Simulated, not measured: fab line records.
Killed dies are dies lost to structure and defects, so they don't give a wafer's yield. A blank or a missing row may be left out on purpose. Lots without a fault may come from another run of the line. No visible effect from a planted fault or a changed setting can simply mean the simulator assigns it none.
Split-lot study | flow berkeley-cmos170 | 23 wafers read across 5 lots, on a route 331 steps long

## THE SPLIT
At UCB170_ACTIVE_CVD_05 (deposits Si3N4 from SiH2Cl2/NH3, target thk 220 nm, time 3300 s), the setting temp-c was moved away from the recipe's 800 C on 20 of the 23 wafers read, by -2.7% to -1.2%. The other wafers ran this setting at the recipe's value.

The file shows no step between the split and the reading.

## THE READING
ACTIVE_NITRIDE_THK, in nm, at UCB170_ACTIVE_THK_MEAS_06. On this fab line, fault-free wafers typically give 219.9 nm with a standard deviation of 1.9 nm.

wafer  | tool, chamber at the split | temp-c as run, C | against the recipe | ACTIVE_NITRIDE_THK, nm | against lot-mates on the recipe
L074.1 | -, -                       | 778.3            | -2.7%              | 149.2                  | no lot-mate on the recipe
L074.3 | -, -                       | 778.3            | -2.7%              | 148.2                  | no lot-mate on the recipe
L074.4 | -, -                       | 778.3            | -2.7%              | 149.6                  | no lot-mate on the recipe
L074.5 | -, -                       | 778.3            | -2.7%              | 149.9                  | no lot-mate on the recipe
L074.6 | -, -                       | 778.3            | -2.7%              | 149.5                  | no lot-mate on the recipe
L077.3 | lpcvd-01, 0                | 800              | recipe             | 217.6                  | -
L077.5 | lpcvd-01, 0                | 800              | recipe             | 217.9                  | -
L077.6 | lpcvd-01, 0                | 800              | recipe             | 218.5                  | -
L079.1 | -, -                       | 790.2            | -1.2%              | 182.5                  | no lot-mate on the recipe
L079.2 | -, -                       | 790.2            | -1.2%              | 180.1                  | no lot-mate on the recipe
L079.4 | -, -                       | 790.2            | -1.2%              | 182.5                  | no lot-mate on the recipe
L079.5 | -, -                       | 790.2            | -1.2%              | 181.5                  | no lot-mate on the recipe
L079.6 | -, -                       | 790.2            | -1.2%              | 182.3                  | no lot-mate on the recipe
L083.1 | -, -                       | 789.2            | -1.3%              | 182.0                  | no lot-mate on the recipe
L083.2 | -, -                       | 789.2            | -1.3%              | 180.4                  | no lot-mate on the recipe
L083.3 | -, -                       | 789.2            | -1.3%              | 181.3                  | no lot-mate on the recipe
L083.4 | -, -                       | 789.2            | -1.3%              | 181.0                  | no lot-mate on the recipe
L083.5 | -, -                       | 789.2            | -1.3%              | 180.7                  | no lot-mate on the recipe
L082.2 | -, -                       | 782.6            | -2.2%              | 162.5                  | no lot-mate on the recipe
L082.3 | -, -                       | 782.6            | -2.2%              | 160.7                  | no lot-mate on the recipe
L082.4 | -, -                       | 782.6            | -2.2%              | 160.4                  | no lot-mate on the recipe
L082.5 | -, -                       | 782.6            | -2.2%              | 160.5                  | no lot-mate on the recipe
L082.6 | -, -                       | 782.6            | -2.2%              | 159.7                  | no lot-mate on the recipe

THE FIT
A straight line over all 23 wafers: ACTIVE_NITRIDE_THK changes by +24.8 nm for each +1% of temp-c; r = +1.00; the points scatter about the line by 2.1 nm.
Too few moved wafers have a lot-mate on the recipe to fit a line with each lot's own level taken away.

## THE WHOLE CHAIN: every reading that the file lists as answering this split, in the file's order
step                      | what it does                                                    | reading                                                                        | change (the file's fit)              | r (the file's)
UCB170_ACTIVE_CVD_05      | deposits Si3N4 from SiH2Cl2/NH3, target thk 220 nm, time 3300 s | Si3N4_of_ACTIVE_CVD_05.thk-nm (the simulator's own value, which no gauge read) | +24.8 nm for each +1% of the setting | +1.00
UCB170_ACTIVE_THK_MEAS_06 |                                                                 | ACTIVE_NITRIDE_THK                                                             | +24.8 for each +1% of the setting    | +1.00

## FILE'S OWN FIT
ACTIVE_NITRIDE_THK changes by +24.8 nm for each +1% of temp-c, r = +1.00.
